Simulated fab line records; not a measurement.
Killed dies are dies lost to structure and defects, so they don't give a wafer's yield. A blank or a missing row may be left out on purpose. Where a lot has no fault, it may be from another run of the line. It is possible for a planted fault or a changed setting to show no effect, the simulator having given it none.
Which of the tools did it?	flow rit-cmos	Sampling: 14 lots, 42 wafers, 2 of 202 route steps

## WHAT THE GAUGES SHOWED, per wafer
RIT_GATE_CD_MEAS_16: the cd target is 150 nm.
lot	measured	on	cd-nm (nm)
L831	day 2 20:23	cd-sem-01	148.7 149.8 148.4
L832	day 3 00:04	cd-sem-01	151.3 152.8 154.6
L834	day 3 10:08	cd-sem-02	152.2 148.4 151.5
L835	day 3 14:59	cd-sem-01	146.7 147.8 144.9
L837	day 3 22:26	cd-sem-01	150.0 150.9 149.7
L838	day 4 04:37	cd-sem-01	152.2 151.6 151.3
L841	day 4 17:14	cd-sem-02	150.2 148.2 151.0
L842	day 5 00:37	cd-sem-02	- 39.9 58.5
L843	day 5 05:49	cd-sem-01	151.1 152.9 151.8
L844	day 5 08:56	cd-sem-02	89.9 118.2 63.5
L848	day 6 02:06	cd-sem-02	152.1 151.7 152.8
L852	day 7 01:46	cd-sem-01	149.7 151.5 150.3
L853	day 7 06:50	cd-sem-01	150.9 152.6 151.5
L854	day 7 11:56	cd-sem-01	153.5 155.9 154.2

## TOOL THAT RAN EACH LOT (tool first, then ch and the chambers of the sampled wafers, then the start)
lot	RIT_GATE_EXPOSE_13
L831	iline-stepper-01 ch 0, day 2 19:59
L832	iline-stepper-01 ch 0, day 2 23:40
L834	iline-stepper-01 ch 0, day 3 09:44
L835	iline-stepper-01 ch 0, day 3 14:27
L837	iline-stepper-02 ch 0, day 3 21:56
L838	iline-stepper-01 ch 0, day 4 04:13
L841	iline-stepper-02 ch 0, day 4 16:50
L842	iline-stepper-01 ch 0, day 5 00:13
L843	iline-stepper-02 ch 0, day 5 05:19
L844	iline-stepper-01 ch 0, day 5 08:32
L848	iline-stepper-02 ch 0, day 6 01:42
L852	iline-stepper-02 ch 0, day 7 01:22
L853	iline-stepper-02 ch 0, day 7 06:22
L854	iline-stepper-02 ch 0, day 7 11:32
- RIT_GATE_EXPOSE_13: exposes mask M6, target cd 150 nm.

## WHAT THE TOOLS THEMSELVES READ (means of the sampled wafers that have a number; where no wafer has one, the mark that the record gives instead)
RIT_GATE_EXPOSE_13.
lot	tool	exposure-dose-mJ-cm2
L831	iline-stepper-01	380.0
L832	iline-stepper-01	379.7
L834	iline-stepper-01	379.6
L835	iline-stepper-01	379.7
L837	iline-stepper-02	379.8
L838	iline-stepper-01	379.7
L841	iline-stepper-02	380.0
L842	iline-stepper-01	364.6
L843	iline-stepper-02	380.2
L844	iline-stepper-01	350.8
L848	iline-stepper-02	379.7
L852	iline-stepper-02	380.0
L853	iline-stepper-02	380.3
L854	iline-stepper-02	380.3

## THE ANSWER, worked out from the rows above alone
Rule: usual is defined by the lots themselves. The widest of any qualifying gaps counts: lots, ordered by their means at a reading, are off when they make up no more than a third of the lots, leave a main group of 4 or more, and stand apart from it by 3 or more times the standard deviation of that group's means. A main group whose means are all the same, to the digits that the tables above print for the reading, isn't used. Also off: a lot with no number at a reading for which 4 or more lots have one. All remaining lots with rows at the step are treated as sound. Order of review: gauges by route order, followed by the tools' own readings, for which a lot's mean as printed above is used. At the first step where some lot is off, the reading lying furthest off is the one used; lots without a number count as furthest.
Off at RIT_GATE_CD_MEAS_16 (cd-nm): L842, L844. For the main group the mean is 151.0 nm and the standard deviation 2.
A tool fits if, at a process step before that reading, it ran every lot that is off, and no sound lot after the first of them. Not tried: the gauges at RIT_GATE_CD_MEAS_16; whatever is off there is also off at RIT_GATE_EXPOSE_13, on other tools, and gauge error can't account for it. One candidate fits, namely iline-stepper-01 at RIT_GATE_EXPOSE_13. Its last sound lot is L838 (day 4 04:13), its first lot that is off L842 (day 5 00:13): a fault that began between those two fits.
On the lots that are off, the tool's own readings at RIT_GATE_EXPOSE_13 differ by more than 5 times the standard deviation of the sound lots' means, which bears it out; exposure-dose-mJ-cm2 reads 357.7 there versus 379.9 on the sound lots.

## WHAT THE SIMULATOR PUT IN
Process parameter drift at RIT_GATE_EXPOSE_13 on iline-stepper-01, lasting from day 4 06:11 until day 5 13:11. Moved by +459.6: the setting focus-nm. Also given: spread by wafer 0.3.
Lots struck among those shown: L842, L844. The rule above found the same.
